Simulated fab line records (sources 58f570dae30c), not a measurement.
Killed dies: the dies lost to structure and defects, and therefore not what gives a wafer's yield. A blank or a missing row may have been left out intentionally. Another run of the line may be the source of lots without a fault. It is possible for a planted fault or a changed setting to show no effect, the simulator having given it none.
Which of the tools did it?    flow berkeleyCmos170    45 wafers from 15 lots sampled at 3 of the route's 331 steps

WHAT THE GAUGES READ, wafer by wafer
UCB170_ACTIVE_OVL_MEAS_14. Usual: ACTIVE_OVL typically reads -4 nm, with standard deviation 5.3.
lot   measured      on          ACTIVE_OVL (nm)  flag
L911  day 5 01:56   overlay-02  -1 -7 -8         
L912  day 5 08:32   overlay-02  -1 -7 -5         
L913  day 5 08:49   overlay-01  -5 -3 -5         
L925  day 7 23:46   overlay-01  -3 -12 -4        
L927  day 7 23:53   overlay-01  3 -2 -8          
L926  day 7 23:29   overlay-01  2 0 -1           
L928  day 9 02:31   overlay-01  -4 -9 -8         
L929  day 9 02:38   overlay-02  -5 3 -7          
L930  day 9 13:59   overlay-01  -9 -3 0          
L933  day 10 04:02  overlay-02  -7 -4 -3         
L932  day 10 03:44  overlay-02  -15 -7 -10       
L934  day 10 03:51  overlay-01  -11 -6 -5        

WHICH TOOL RAN EACH LOT (tool, then ch and the chambers of the sampled wafers, then the start)
lot   UCB170_ZERO_EXPOSE_03            UCB170_ZERO_ETCH_06
L911  krfScanner-01 ch 0, day 1 19:16  rieDiel-02 ch 0,1,3, day 1 19:49
L912  krfScanner-02 ch 0, day 2 01:54  rieDiel-03 ch 1,2,3, day 2 02:17
L913  krfScanner-01 ch 0, day 2 08:09  rieDiel-01 ch 1,2,3, day 2 08:45
L916  krfScanner-01, day 3 07:10       rieDiel-03 ch 2,3, day 3 08:01
L917  krfScanner-01, day 3 07:32       rieDiel-01 ch 0,1,3, day 3 08:05
L918  krfScanner-01, day 3 14:24       rieDiel-03 ch 0,1,2, day 3 14:46
L925  krfScanner-01 ch 0, day 4 17:23  rieDiel-03 ch 0,3, day 4 17:52
L927  krfScanner-01 ch 0, day 5 02:23  rieDiel-02 ch 0,1,2, day 5 03:03
L926  krfScanner-02 ch 0, day 5 02:38  rieDiel-01 ch 1,2,3, day 5 03:11
L928  krfScanner-02 ch 0, day 5 12:28  rieDiel-01 ch 0,1,2, day 5 12:51
L929  krfScanner-02 ch 0, day 5 17:14  rieDiel-03 ch 1,2,3, day 5 18:09
L930  krfScanner-02 ch 0, day 6 01:39  rieDiel-02 ch 2,3, day 6 02:05
L933  krfScanner-01 ch 0, day 6 08:59  rieDiel-02 ch 0,3, day 6 09:32
L932  krfScanner-01 ch 0, day 6 09:03  rieDiel-03 ch 1,2,3, day 6 09:38
L934  krfScanner-01 ch 0, day 6 18:42  rieDiel-03 ch 1,2,3, day 6 19:05
- UCB170_ZERO_EXPOSE_03: exposes mask PM MARKS, target cd 4000 nm.
- UCB170_ZERO_ETCH_06: etches SiO2 in CHF3/CF4/Ar, time 12 s.

WHAT THE TOOLS THEMSELVES READ (means of the sampled wafers that have a number; where no wafer has one, the mark that the record gives instead)
UCB170_ZERO_EXPOSE_03. Usual: exposureDoseMJCm2 29.997, standard deviation 0.028; focusOffsetNm 0.1 nm, standard deviation 0.56.
lot   tool           exposureDoseMJCm2  focusOffsetNm (nm)  flag
L911  krfScanner-01  29.995             -0.1                
L912  krfScanner-02  29.994             0.0                 
L913  krfScanner-01  29.995             -0.3                
L916  krfScanner-01  -                  -                   OFF
L917  krfScanner-01  -                  -                   OFF
L918  krfScanner-01  -                  -                   OFF
L925  krfScanner-01  30.051             0.5                 
L927  krfScanner-01  29.975             -0.3                
L926  krfScanner-02  29.958             0.7                 
L928  krfScanner-02  29.973             0.1                 
L929  krfScanner-02  29.988             0.1                 
L930  krfScanner-02  30.024             -0.2                
L933  krfScanner-01  30.019             0.5                 
L932  krfScanner-01  30.010             0.7                 
L934  krfScanner-01  30.038             -0.5                

UCB170_ZERO_ETCH_06. Usual: cf4FlowSccm 10.00 sccm, standard deviation 0.031; drypumpMotorCurrentA 5.5 A, standard deviation 0.37; oesProductAu 0.616 a.u., standard deviation 0.0092; rfFwdPowerW 491.6 W, standard deviation 2.7; throttleValvePct 9.20 %, standard deviation 0.16.
lot   tool        cf4FlowSccm (sccm)  drypumpMotorCurrentA (A)  oesProductAu (a.u.)  rfFwdPowerW (W)  throttleValvePct (%)  flag
L911  rieDiel-02  10.00               5.4                       0.615                493.6            9.25                  
L912  rieDiel-03  10.00               5.7                       0.613                491.3            9.16                  
L913  rieDiel-01  10.04               5.7                       0.624                492.1            9.03                  
L916  rieDiel-03  9.99                5.9                       0.375                490.3            9.06                  OFF
L917  rieDiel-01  9.98                5.6                       0.380                492.2            9.19                  OFF
L918  rieDiel-03  10.01               5.7                       0.369                492.4            9.24                  OFF
L925  rieDiel-03  10.00               5.2                       0.610                487.9            9.20                  
L927  rieDiel-02  10.01               5.4                       0.616                494.7            9.16                  
L926  rieDiel-01  10.01               5.8                       0.623                492.0            9.03                  
L928  rieDiel-01  9.98                5.4                       0.624                490.0            9.15                  
L929  rieDiel-03  10.01               5.7                       0.616                490.2            9.16                  
L930  rieDiel-02  10.00               5.5                       0.612                493.9            9.18                  
L933  rieDiel-02  9.99                5.4                       0.612                493.1            9.30                  
L932  rieDiel-03  10.00               5.7                       0.617                490.4            9.15                  
L934  rieDiel-03  9.98                5.7                       0.612                492.5            9.17                  

THE ANSWER, worked out from the rows above alone
Rule: take the mean of a lot's wafers that have a number; if it is more than 3 standard deviations from the usual mean, the lot is off. A lot without any number at a reading at which 4 lots or more have one is off too. Any other lot the step has rows for is counted as sound. First the gauges in route order, then the tools' own readings, where a lot's mean is used as printed above. At the first step where some lot is off, the reading lying furthest off is the one used; lots without a number count as furthest.
Off: L916, L917, L918 (UCB170_ZERO_EXPOSE_03, exposureDoseMJCm2). Without a number there: L916, L917, L918.
A tool fits if, at that step or a process step before it, it ran every lot that is off, and no sound lot after the first of them. Not one of the candidates tried fits.

WHAT HAD BEEN PUT IN BY THE SIMULATOR
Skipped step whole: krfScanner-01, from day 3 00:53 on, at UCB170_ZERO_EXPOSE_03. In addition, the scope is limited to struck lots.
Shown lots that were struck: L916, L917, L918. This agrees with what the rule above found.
